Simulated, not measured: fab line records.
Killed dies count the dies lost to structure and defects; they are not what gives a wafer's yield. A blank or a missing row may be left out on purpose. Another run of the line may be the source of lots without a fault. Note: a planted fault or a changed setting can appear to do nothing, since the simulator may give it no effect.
Matching of chambers :: flow berkeley_cmos170 :: UCB170_V1_CMP_02 on cmp-02: 4 sister chambers
The step polishes SiO2. 4 wafers are shown with their chamber, then 8 later ones without.

## WAFERS, EACH WITH ITS CHAMBER
wafer: L557.1
chamber: 3
motor_current_A (A): 20.6

wafer: L557.4
chamber: 0
motor_current_A (A): 14.3

wafer: L557.5
chamber: 2
motor_current_A (A): 14.1

wafer: L560.2
chamber: 1
motor_current_A (A): 16.6

## WAFERS WHOSE CHAMBER IS MISSING
wafer: L560.4
motor_current_A (A): 13.8

wafer: L560.5
motor_current_A (A): 14.5

wafer: L567.2
motor_current_A (A): 20.9

wafer: L567.4
motor_current_A (A): 13.3

wafer: L567.6
motor_current_A (A): 20.3

wafer: L570.3
motor_current_A (A): 14.5

wafer: L570.5
motor_current_A (A): 19.9

wafer: L570.6
motor_current_A (A): 15.7

## CHAMBER TAKEN BY EACH
wafer: L560.4
from the rows above: can't be placed: 2 or 0
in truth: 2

wafer: L560.5
from the rows above: can't be placed: 0 or 2
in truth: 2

wafer: L567.2
from the rows above: 3
in truth: 3

wafer: L567.4
from the rows above: can't be placed: 2 or 0
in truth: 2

wafer: L567.6
from the rows above: 3
in truth: 3

wafer: L570.3
from the rows above: can't be placed: 0 or 2
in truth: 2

wafer: L570.5
from the rows above: 3
in truth: 3

wafer: L570.6
from the rows above: can't be placed: 1 or 0 or 2
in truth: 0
Correctly placed: 3 of 8. These rows do not allow placing 5 (true chamber among the candidates in 5). Placed wrongly: 0.
How it was worked out, from the rows above alone: a wafer's distance from a chamber is the root of the sum, over the readings, of the square of ((its reading less the chamber's mean) divided by the reading's scatter). If the next closest chamber is less than 2 further off than the closest, the wafer can't be placed; otherwise it belongs to the closest. The mean given for a chamber averages the wafers shown for that chamber. The scatter: with one shown wafer a chamber, the root of the mean of the squares of how far each hidden wafer lies from its nearest shown one.
